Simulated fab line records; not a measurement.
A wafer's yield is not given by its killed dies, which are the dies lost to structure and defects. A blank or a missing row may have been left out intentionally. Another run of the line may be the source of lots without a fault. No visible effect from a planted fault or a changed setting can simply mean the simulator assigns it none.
One fault through the eyes of 2 desks + flow berkeley cmos170 + every desk sees just its own numbers, and what lay behind them comes last

## TOOL OWNER'S DESK, implanter-02
The tool's own readings at UCB170_PLDD_IMPLANT_08: means of the sampled wafers that have a number, for each lot that ran on this tool. If a lot's mean is further than 4 standard deviations from the usual mean, the lot is out of limits and carries the mark OUT (the distance appears in the brackets).
Columns: A = faraday current uA at UCB170_PLDD_IMPLANT_08, usual 159; B = rotation deg at UCB170_PLDD_IMPLANT_08, usual 0.003 degrees
| lot  | first seen here | A   | B                        |
|------|-----------------|-----|--------------------------|
| L693 | day 8 05:59     | 159 | 0.001                    |
| L705 | day 10 12:14    | 161 | 89.995 (+99 or more) OUT |
| L707 | day 10 19:07    | 157 | 90.010 (+99 or more) OUT |
This desk's verdict: out of limits on L705, L707, starting with L705 at day 10 12:14 (rotation deg at UCB170_PLDD_IMPLANT_08). Within limits: L693.

## METROLOGY DESK
What the gauges read for every lot (on any tool): the sampled wafers with a number, averaged. If a lot's mean is further than 4 standard deviations from the usual mean, the lot is out of limits and carries the mark OUT (the distance appears in the brackets).
Columns: A = cd nm at UCB170_GATE_CD_MEAS_90, usual 350.6 nm; B = cd nm at UCB170_PLDD_CD_MEAS_06, usual 1200.4 nm; C = PLDD_OVL at UCB170_PLDD_OVL_MEAS_07, usual 5 nm
| lot  | first seen here | A     | B      | C  |
|------|-----------------|-------|--------|----|
| L692 | day 8 03:17     | 351.1 | 1200.3 | 5  |
| L693 | day 8 03:38     | 353.5 | 1201.6 | 5  |
| L706 | day 10 09:17    | 351.3 | 1200.5 | 5  |
| L705 | day 10 09:44    | 350.8 | 1199.1 | 13 |
| L707 | day 10 17:25    | 354.1 | 1200.1 | -0 |
| L712 | day 11 23:43    | 352.5 | 1199.2 | 9  |
This desk's finding: nothing out of limits on any of the 6 lots.

## BROUGHT TOGETHER
An alarm could have come from the tool owner's desk at day 10 12:14, on L705, L707.
Nothing out of limits was seen by the metrology desk.
The metrology desk has L705, L707 on record, within its limits.
UCB170_PLDD_IMPLANT_08 was run on implanter-02 by each of the lots named.

## WHAT THE SIMULATOR PUT IN
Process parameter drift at UCB170_PLDD_IMPLANT_08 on implanter-02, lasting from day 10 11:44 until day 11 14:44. A move of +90 in setting rotation deg, from 0. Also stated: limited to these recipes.
Struck lots among those shown: L705, L707.
Delay in hours, fault start to first out-of-limits reading, by desk: the tool owner's desk at 0.
